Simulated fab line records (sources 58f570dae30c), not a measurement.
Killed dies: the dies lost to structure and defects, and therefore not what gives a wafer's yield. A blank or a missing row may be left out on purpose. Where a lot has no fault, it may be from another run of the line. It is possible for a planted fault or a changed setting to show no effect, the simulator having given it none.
Tool commonality check / flow berkeleyCmos170 / 14 lots, 42 wafers sampled

WHY IT WAS OPENED
UCB170_NWELL_THK_MEAS_05, reading NWELL_NITRIDE_THK: flagged on 2 of 14 lots. Wafers without a fault read 225.4 nm, standard deviation 2.5.
Rule: a lot is flagged when every wafer of it that has a number lies more than 4 standard deviations from that mean, or none has a number. The rest of the lots are taken to be sound.

lot=L855; measured=day 2 11:20; on=filmMetro-01; NWELL_NITRIDE_THK (nm), wafer by wafer=222.6 224.2 223.5; flag=
lot=L856; measured=day 2 17:53; on=filmMetro-01; NWELL_NITRIDE_THK (nm), wafer by wafer=220.1 220.2 220.4; flag=
lot=L857; measured=day 3 01:14; on=filmMetro-04; NWELL_NITRIDE_THK (nm), wafer by wafer=225.4 224.2 224.4; flag=
lot=L858; measured=day 3 04:24; on=filmMetro-01; NWELL_NITRIDE_THK (nm), wafer by wafer=221.5 220.4 224.0; flag=
lot=L863; measured=day 4 05:11; on=filmMetro-04; NWELL_NITRIDE_THK (nm), wafer by wafer=300.6 300.2 299.8; flag=FLAGGED
lot=L864; measured=day 4 10:06; on=filmMetro-01; NWELL_NITRIDE_THK (nm), wafer by wafer=228.3 227.9 228.1; flag=
lot=L865; measured=day 4 14:29; on=filmMetro-02; NWELL_NITRIDE_THK (nm), wafer by wafer=308.2 304.6 306.3; flag=FLAGGED
lot=L868; measured=day 5 07:05; on=filmMetro-04; NWELL_NITRIDE_THK (nm), wafer by wafer=224.2 224.8 224.9; flag=
lot=L869; measured=day 5 07:05; on=filmMetro-01; NWELL_NITRIDE_THK (nm), wafer by wafer=228.6 227.5 227.6; flag=
lot=L870; measured=day 5 14:24; on=filmMetro-02; NWELL_NITRIDE_THK (nm), wafer by wafer=224.4 224.3 221.7; flag=
lot=L875; measured=day 6 16:08; on=filmMetro-04; NWELL_NITRIDE_THK (nm), wafer by wafer=227.2 227.4 229.3; flag=
lot=L876; measured=day 6 16:10; on=filmMetro-02; NWELL_NITRIDE_THK (nm), wafer by wafer=228.8 229.1 229.1; flag=
lot=L877; measured=day 7 06:46; on=filmMetro-04; NWELL_NITRIDE_THK (nm), wafer by wafer=226.1 227.3 225.2; flag=
lot=L878; measured=day 7 06:46; on=filmMetro-01; NWELL_NITRIDE_THK (nm), wafer by wafer=228.2 228.6 228.7; flag=
The mean of the flagged lots' numbers is 303.3 nm, +77.9 nm from the usual (+31 standard deviations).

WHICH TOOL EACH LOT WENT THROUGH
The record holds 1 process step before the reading, out of a route of 331 steps. Cell contents, in order: the tool; ch with the chambers the sampled wafers went through; the start.
lot=L855; flag=; UCB170_NWELL_CVD_04=lpcvd-02 ch 0, day 2 09:24
lot=L856; flag=; UCB170_NWELL_CVD_04=lpcvd-02 ch 0, day 2 15:56
lot=L857; flag=; UCB170_NWELL_CVD_04=lpcvd-01 ch 1, day 2 23:17
lot=L858; flag=; UCB170_NWELL_CVD_04=lpcvd-02 ch 1, day 3 02:28
lot=L863; flag=FLAGGED; UCB170_NWELL_CVD_04=lpcvd-02 ch 0, day 4 03:13
lot=L864; flag=; UCB170_NWELL_CVD_04=lpcvd-01 ch 0, day 4 07:12
lot=L865; flag=FLAGGED; UCB170_NWELL_CVD_04=lpcvd-02 ch 0, day 4 12:32
lot=L868; flag=; UCB170_NWELL_CVD_04=lpcvd-01 ch 0, day 5 05:09
lot=L869; flag=; UCB170_NWELL_CVD_04=lpcvd-01 ch 1, day 5 05:09
lot=L870; flag=; UCB170_NWELL_CVD_04=lpcvd-01 ch 1, day 5 12:28
lot=L875; flag=; UCB170_NWELL_CVD_04=lpcvd-01 ch 1, day 6 14:12
lot=L876; flag=; UCB170_NWELL_CVD_04=lpcvd-01 ch 1, day 6 14:12
lot=L877; flag=; UCB170_NWELL_CVD_04=lpcvd-01 ch 1, day 7 04:50
lot=L878; flag=; UCB170_NWELL_CVD_04=lpcvd-01 ch 0, day 7 04:50
What these steps do:
- UCB170_NWELL_CVD_04: deposits Si3N4 from SiH2Cl2/NH3, target thk 224 nm, time 3360 s.
- UCB170_NWELL_THK_MEAS_05

FLAGGED AGAINST TOTAL, ONE TOOL AT A TIME (gauges that did the reading follow at the end)
step=UCB170_NWELL_CVD_04; tool=lpcvd-01; lots run=9; flagged=0; share of the flagged lots=none; sound lots run after its first flagged lot=-
step=UCB170_NWELL_CVD_04; tool=lpcvd-02; lots run=5; flagged=2; share of the flagged lots=all; sound lots run after its first flagged lot=0
step=UCB170_NWELL_THK_MEAS_05; tool=filmMetro-01; lots run=6; flagged=0; share of the flagged lots=none; sound lots run after its first flagged lot=-
step=UCB170_NWELL_THK_MEAS_05; tool=filmMetro-02; lots run=3; flagged=1; share of the flagged lots=some; sound lots run after its first flagged lot=2 (L870,L876)
step=UCB170_NWELL_THK_MEAS_05; tool=filmMetro-04; lots run=5; flagged=1; share of the flagged lots=some; sound lots run after its first flagged lot=3 (L868,L875,L877)

WHAT IS ALLOWED BY THE TABLE
1 row of the table ran every flagged lot: lpcvd-02 at UCB170_NWELL_CVD_04.
- lpcvd-02 at UCB170_NWELL_CVD_04: 2 of its 5 lots flagged. A fault beginning between L858 (day 3 02:28), its last sound lot, and L863 (day 4 03:13), its first flagged one, fits the data.
Left over: one tool, lpcvd-02 at UCB170_NWELL_CVD_04.

WHAT THE SIMULATOR PUT IN
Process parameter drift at UCB170_NWELL_CVD_04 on lpcvd-02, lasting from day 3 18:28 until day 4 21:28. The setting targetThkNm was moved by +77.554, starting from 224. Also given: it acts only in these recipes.
Lots struck among those shown: L863, L865. The rule above reached the same finding.
